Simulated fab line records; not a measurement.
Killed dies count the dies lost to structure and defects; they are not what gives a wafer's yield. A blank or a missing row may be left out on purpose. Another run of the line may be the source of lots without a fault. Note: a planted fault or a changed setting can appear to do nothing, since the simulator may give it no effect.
fab line records :: flow rit_cmos
record:
  lots: 14
  wafers: 42
  last_day: 8
route steps=202 shown PRETRO@69
lots that met no fault: from a run of the same line without faults
start_h: hours from the record's first day to the start of the lot's first wafer shown :: wait_h: time in hours since the lot's previous step :: " same as the row above :: L1.1+2: a row that stands for several wafers :: - value missing, or start not given :: * or withheld: withheld :: < > ~ a bound
route shown NAME@n: names a module that has steps shown in the file, with the first one's number in the route :: usual: mean and standard deviation over wafers with no fault :: same: alike in all rows :: chamber/n: place in a boat :: sites: the reading at each site :: _std_site: how widely they spread, as a standard deviation :: _edge_site: the outer-site mean with the inner-site mean subtracted :: radius_mm: for every site, how far away it sits from the centre of the wafer :: mask NAME#n: copy n :: behind: tool/chamber where the wafer was last shaped :: hold: what put the lot on hold/how long, in hours/how the hold closed :: device: names the non-switching transistor (n, p or np) :: end of line: tests of these same wafers at the route's end :: where a step has no rows: the recipe by itself :: killed: not the wafer's yield, but the dies lost to structure and defects at the first sort :: map: the dies of a wafer, with x for killed, . for not killed, _ for no die there
set.NAME: the setting that was run; set.NAME@STEP: the one run at that earlier step :: model.NAME: the simulator's own value behind a step, which no gauge read
route steps across a sampled set of lots; one table per step, one row per wafer
== steps ==
step: RIT_PRETRO_DEVELOP_05
recipe:
  resist: NOVOLAK
  develop_time_s: 68
  dev_temp_c: 23
usual:
  chill_plate_temp_C: 23.02/0.095
  develop_time_s: 68/0
lot.wafer: L162.3
tool: litho_track-01
chamber: 0
start_h: 38
wait_h: -
chill_plate_temp_C: 23.18
develop_time_s: 68

lot.wafer: L162.4
tool: litho_track-01
chamber: 0
start_h: 38
wait_h: -
chill_plate_temp_C: 22.97
develop_time_s: 68

lot.wafer: L162.6
tool: litho_track-01
chamber: 0
start_h: 38
wait_h: -
chill_plate_temp_C: 23.03
develop_time_s: 68

lot.wafer: L163.1
tool: litho_track-03
chamber: 0
start_h: 42
wait_h: -
chill_plate_temp_C: 23.20
develop_time_s: 68

lot.wafer: L163.3
tool: litho_track-03
chamber: 0
start_h: 42
wait_h: -
chill_plate_temp_C: 22.97
develop_time_s: 68

lot.wafer: L163.6
tool: litho_track-03
chamber: 0
start_h: 42
wait_h: -
chill_plate_temp_C: 22.98
develop_time_s: 68

lot.wafer: L164.2
tool: litho_track-01
chamber: 0
start_h: 47
wait_h: -
chill_plate_temp_C: 23.09
develop_time_s: 68

lot.wafer: L164.4
tool: litho_track-01
chamber: 0
start_h: 47
wait_h: -
chill_plate_temp_C: 23.00
develop_time_s: 68

lot.wafer: L164.6
tool: litho_track-01
chamber: 0
start_h: 47
wait_h: -
chill_plate_temp_C: 23.02
develop_time_s: 68

lot.wafer: L165.1
tool: litho_track-02
chamber: 0
start_h: 52
wait_h: -
chill_plate_temp_C: 23.01
develop_time_s: 68

lot.wafer: L165.5
tool: litho_track-02
chamber: 0
start_h: 52
wait_h: -
chill_plate_temp_C: 23.04
develop_time_s: 68

lot.wafer: L165.6
tool: litho_track-02
chamber: 0
start_h: 52
wait_h: -
chill_plate_temp_C: 23.11
develop_time_s: 68

lot.wafer: L166.1
tool: litho_track-02
chamber: 0
start_h: 59
wait_h: -
chill_plate_temp_C: 23.10
develop_time_s: 68

lot.wafer: L166.5
tool: litho_track-02
chamber: 0
start_h: 59
wait_h: -
chill_plate_temp_C: 22.94
develop_time_s: 68

lot.wafer: L166.6
tool: litho_track-02
chamber: 0
start_h: 59
wait_h: -
chill_plate_temp_C: 22.99
develop_time_s: 68

lot.wafer: L168.1
tool: litho_track-03
chamber: 0
start_h: 66
wait_h: -
chill_plate_temp_C: 22.91
develop_time_s: 68

lot.wafer: L168.3
tool: litho_track-03
chamber: 0
start_h: 66
wait_h: -
chill_plate_temp_C: 23.02
develop_time_s: 68

lot.wafer: L168.4
tool: litho_track-03
chamber: 0
start_h: 66
wait_h: -
chill_plate_temp_C: 23.19
develop_time_s: 68

lot.wafer: L169.2
tool: litho_track-03
chamber: 0
start_h: 72
wait_h: -
chill_plate_temp_C: 23.02
develop_time_s: 68

lot.wafer: L169.4
tool: litho_track-03
chamber: 0
start_h: 72
wait_h: -
chill_plate_temp_C: 23.05
develop_time_s: 68

lot.wafer: L169.6
tool: litho_track-03
chamber: 0
start_h: 72
wait_h: -
chill_plate_temp_C: 23.02
develop_time_s: 68

lot.wafer: L171.3
tool: litho_track-03
chamber: -
start_h: 80
wait_h: -
chill_plate_temp_C: -
develop_time_s: -

lot.wafer: L171.4
tool: litho_track-03
chamber: -
start_h: 80
wait_h: -
chill_plate_temp_C: -
develop_time_s: -

lot.wafer: L171.6
tool: litho_track-03
chamber: -
start_h: 80
wait_h: -
chill_plate_temp_C: -
develop_time_s: -

lot.wafer: L172.2
tool: litho_track-02
chamber: -
start_h: 88
wait_h: -
chill_plate_temp_C: -
develop_time_s: -

lot.wafer: L172.4
tool: litho_track-02
chamber: -
start_h: 88
wait_h: -
chill_plate_temp_C: -
develop_time_s: -

lot.wafer: L172.6
tool: litho_track-02
chamber: -
start_h: 88
wait_h: -
chill_plate_temp_C: -
develop_time_s: -

lot.wafer: L177.1
tool: litho_track-03
chamber: 0
start_h: 118
wait_h: -
chill_plate_temp_C: 22.99
develop_time_s: 68

lot.wafer: L177.3
tool: litho_track-03
chamber: 0
start_h: 118
wait_h: -
chill_plate_temp_C: 23.05
develop_time_s: 68

lot.wafer: L177.6
tool: litho_track-03
chamber: 0
start_h: 118
wait_h: -
chill_plate_temp_C: 22.96
develop_time_s: 68

lot.wafer: L178.2
tool: litho_track-03
chamber: 0
start_h: 124
wait_h: -
chill_plate_temp_C: 23.07
develop_time_s: 68

lot.wafer: L178.3
tool: litho_track-03
chamber: 0
start_h: 124
wait_h: -
chill_plate_temp_C: 22.99
develop_time_s: 68

lot.wafer: L178.5
tool: litho_track-03
chamber: 0
start_h: 124
wait_h: -
chill_plate_temp_C: 23.24
develop_time_s: 68

lot.wafer: L179.1
tool: litho_track-02
chamber: 0
start_h: 131
wait_h: -
chill_plate_temp_C: 23.03
develop_time_s: 68

lot.wafer: L179.4
tool: litho_track-02
chamber: 0
start_h: 131
wait_h: -
chill_plate_temp_C: 22.95
develop_time_s: 68

lot.wafer: L179.6
tool: litho_track-02
chamber: 0
start_h: 131
wait_h: -
chill_plate_temp_C: 22.93
develop_time_s: 68

lot.wafer: L181.2
tool: litho_track-02
chamber: 0
start_h: 149
wait_h: -
chill_plate_temp_C: 23.11
develop_time_s: 68

lot.wafer: L181.3
tool: litho_track-02
chamber: 0
start_h: 149
wait_h: -
chill_plate_temp_C: 23.07
develop_time_s: 68

lot.wafer: L181.6
tool: litho_track-02
chamber: 0
start_h: 149
wait_h: -
chill_plate_temp_C: 22.93
develop_time_s: 68

lot.wafer: L184.1
tool: litho_track-03
chamber: 0
start_h: 162
wait_h: -
chill_plate_temp_C: 22.96
develop_time_s: 68

lot.wafer: L184.3
tool: litho_track-03
chamber: 0
start_h: 162
wait_h: -
chill_plate_temp_C: 22.82
develop_time_s: 68

lot.wafer: L184.4
tool: litho_track-03
chamber: 0
start_h: 162
wait_h: -
chill_plate_temp_C: 23.01
develop_time_s: 68
== key ==
first_sign:
  step: RIT_PRETRO_DEVELOP_05
  reading: tool_record
  direction: missing
effect none on later readings
met_at RIT_PRETRO_DEVELOP_05
struck_lots L171,L172
sort_left_out L171.3,L171.4,L171.6,L172.2,L172.4,L172.6
tester_left_out L171,L172
onset_between 72 80
fault:
  kind: skipped_step_whole
  tool: litho_track-02,litho_track-03
  chamber: -
  onset_h: 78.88
  steps: RIT_PRETRO_DEVELOP_05
  scope: struck_lots_only
tester_left_out: of these lots the tester's yield and bins aren't shown, on N5 and GAA mostly nor the transistor test; their killed dies are dies lost to structure and defects alone, not to doping, threshold or leakage, so they don't give the yield
sort_left_out: the simulated sort isn't trusted on such a fault, so these wafers' sort isn't shown, and their yield isn't known
